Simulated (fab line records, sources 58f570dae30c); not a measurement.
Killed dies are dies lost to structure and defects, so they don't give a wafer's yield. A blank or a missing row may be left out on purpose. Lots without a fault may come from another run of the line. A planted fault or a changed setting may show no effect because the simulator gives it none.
Split-lot experiment | flow berkeley_cmos170 | 5 lots, 23 wafers read, on a route of 331 steps

THE SPLIT
At UCB170_ACTIVE_OXIDATION_02 (target thk 26.4 nm, ox time 1260 s), the setting temp_c was moved away from the recipe's 1000 C on 15 of the 23 wafers read, by -2.9% to -0.9%. The other wafers ran this setting at the recipe's value.

The file shows no step between the split and the reading.

THE READING
ACTIVE_OXIDE_THK, in nm, at UCB170_ACTIVE_THK_MEAS_03. Fault-free wafers of this fab line usually give 26.4 nm, standard deviation 0.49 nm.

wafer  | tool, chamber at the split | temp_c as run, C | against the recipe | ACTIVE_OXIDE_THK, nm | against lot-mates on the recipe
L077.1 | -, -                       | 970.6            | -2.9%              | 19.5                 | no lot-mate on the recipe
L077.3 | -, -                       | 970.6            | -2.9%              | 19.4                 | no lot-mate on the recipe
L077.4 | -, -                       | 970.6            | -2.9%              | 19.6                 | no lot-mate on the recipe
L077.5 | -, -                       | 970.6            | -2.9%              | 20.1                 | no lot-mate on the recipe
L077.6 | -, -                       | 970.6            | -2.9%              | 19.7                 | no lot-mate on the recipe
L078.1 | -, -                       | 1000             | recipe             | 26.7                 | -
L078.2 | -, -                       | 1000             | recipe             | 26.4                 | -
L078.4 | -, -                       | 1000             | recipe             | 26.8                 | -
L078.5 | -, -                       | 1000             | recipe             | 26.7                 | -
L078.6 | -, -                       | 1000             | recipe             | 26.4                 | -
L080.1 | -, -                       | 990.9            | -0.9%              | 24.1                 | no lot-mate on the recipe
L080.2 | -, -                       | 990.9            | -0.9%              | 24.3                 | no lot-mate on the recipe
L080.3 | -, -                       | 990.9            | -0.9%              | 24.2                 | no lot-mate on the recipe
L080.5 | -, -                       | 990.9            | -0.9%              | 24.0                 | no lot-mate on the recipe
L080.6 | -, -                       | 990.9            | -0.9%              | 24.2                 | no lot-mate on the recipe
L082.1 | -, -                       | 983              | -1.7%              | 22.2                 | no lot-mate on the recipe
L082.3 | -, -                       | 983              | -1.7%              | 21.9                 | no lot-mate on the recipe
L082.4 | -, -                       | 983              | -1.7%              | 22.0                 | no lot-mate on the recipe
L082.5 | -, -                       | 983              | -1.7%              | 22.0                 | no lot-mate on the recipe
L082.6 | -, -                       | 983              | -1.7%              | 21.7                 | no lot-mate on the recipe
L085.1 | furnace-02, 0              | 1000             | recipe             | 26.0                 | -
L085.3 | furnace-02, 0              | 1000             | recipe             | 25.6                 | -
L085.5 | furnace-02, 0              | 1000             | recipe             | 25.9                 | -

THE FIT
A straight line over all 23 wafers: ACTIVE_OXIDE_THK changes by +2.3 nm for each +1% of temp_c; r = +0.99; the points scatter about the line by 0.36 nm.
Too few moved wafers have a lot-mate on the recipe to fit a line with each lot's own level taken away.

THE WHOLE CHAIN: every reading that the file lists as answering this split, in the file's order
step                       | what it does                                                               | reading                                                                             | change (the file's fit)              | r (the file's)
UCB170_ACTIVE_OXIDATION_02 | target thk 26.4 nm, ox time 1260 s                                         | SiO2_of_ACTIVE_OXIDATION_02.thk_nm (the simulator's own value, which no gauge read) | +2.3 nm for each +1% of the setting  | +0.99
UCB170_ACTIVE_THK_MEAS_03  |                                                                            | ACTIVE_OXIDE_THK                                                                    | +2.3 for each +1% of the setting     | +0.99
UCB170_ACTIVE_ETCH_15      | etches Si3N4 in CH3F/Ar/O2, stops on SiO2, target depth 242 nm, time 151 s | SiO2_of_ACTIVE_OXIDATION_02.thk_nm (the simulator's own value, which no gauge read) | +2.11 nm for each +1% of the setting | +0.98

THE FILE'S OWN FIT
ACTIVE_OXIDE_THK changes by +2.3 nm for each +1% of temp_c, r = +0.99.
